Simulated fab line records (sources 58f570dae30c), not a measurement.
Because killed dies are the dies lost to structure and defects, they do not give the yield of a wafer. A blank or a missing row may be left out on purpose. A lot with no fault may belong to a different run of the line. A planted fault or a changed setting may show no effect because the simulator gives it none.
A single fault, viewed from 2 desks -- flow berkeley cmos170 -- only its own numbers are on each desk; what lay behind them is given at the end

== FROM THE METROLOGY DESK ==
What the gauges read for every lot (on any tool): the sampled wafers with a number, averaged. Any lot whose mean is over 4 standard deviations away from the usual mean is out of limits and marked OUT; that distance is given in the brackets.
Columns: A = NWELL_OXIDE_THK at UCB170_NWELL_THK_MEAS_02, usual 26.6 nm; B = SACOX_OXIDE_THK at UCB170_SACOX_THK_MEAS_02, usual 14.4 nm; C = SCREENOX_OXIDE_THK at UCB170_SCREENOX_THK_MEAS_02, usual 14.6 nm
lot,first seen here,A,B,C
L449,day 2 04:32,25.9,15.0,14.6
L450,day 2 09:40,25.1,15.1,14.8
L451,day 2 14:06,26.4,13.8,14.9
L452,day 2 20:45,25.7,13.8,15.0
L454,day 3 03:51,25.3,13.9,14.9
L461,day 4 13:07,27.3,14.3,14.1
L459,day 4 13:08,27.0,14.5,15.2
L462,day 4 17:58,27.2,14.2,14.4
L464,day 5 12:04,26.6,14.4,14.5
L465,day 5 16:05,26.5,14.6,14.2
L466,day 5 16:06,27.3,14.6,14.4
L467,day 5 23:16,27.5,14.4,14.1
L470,day 6 08:43,27.2,14.5,14.5
L472,day 7 02:37,26.5,14.2,14.2
This desk's verdict: no lot among the 14 shows anything out of limits.

== DESK OF THE TOOL OWNER: implanter-03 ==
For each lot that ran on this tool, the mean over its sampled wafers that have a number, from the tool's own readings at UCB170_PWELL_IMPLANT_15. Any lot whose mean is over 4 standard deviations away from the usual mean is out of limits and marked OUT; that distance is given in the brackets.
Columns: A = tilt deg at UCB170_PWELL_IMPLANT_15, usual 7.002 degrees
lot,first seen here,A
L449,day 3 08:00,7.002
L450,day 3 14:31,7.012
L452,day 4 03:57,7.007
L461,day 5 22:31,7.999 (+42) OUT
L459,day 5 23:13,8.039 (+43) OUT
This desk finds L459, L461 out of limits, L461 being first, at day 5 22:31 (tilt deg at UCB170_PWELL_IMPLANT_15). L449, L450, L452: within limits.

== BROUGHT TOGETHER ==
An alarm could have come from the tool owner's desk at day 5 22:31, on L459, L461.
From the metrology desk's view, nothing was out of limits.
The metrology desk has L459, L461 on record, within its limits.
Every lot named ran UCB170_PWELL_IMPLANT_15 on implanter-03.

== WHAT THE SIMULATOR PUT IN ==
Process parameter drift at UCB170_PWELL_IMPLANT_15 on implanter-03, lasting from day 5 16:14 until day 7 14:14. The setting tilt deg was moved by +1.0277, starting from 7. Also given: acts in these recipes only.
Struck lots among those shown: L459, L461.
Delay in hours, fault start to first out-of-limits reading, by desk: the tool owner's desk at 6.
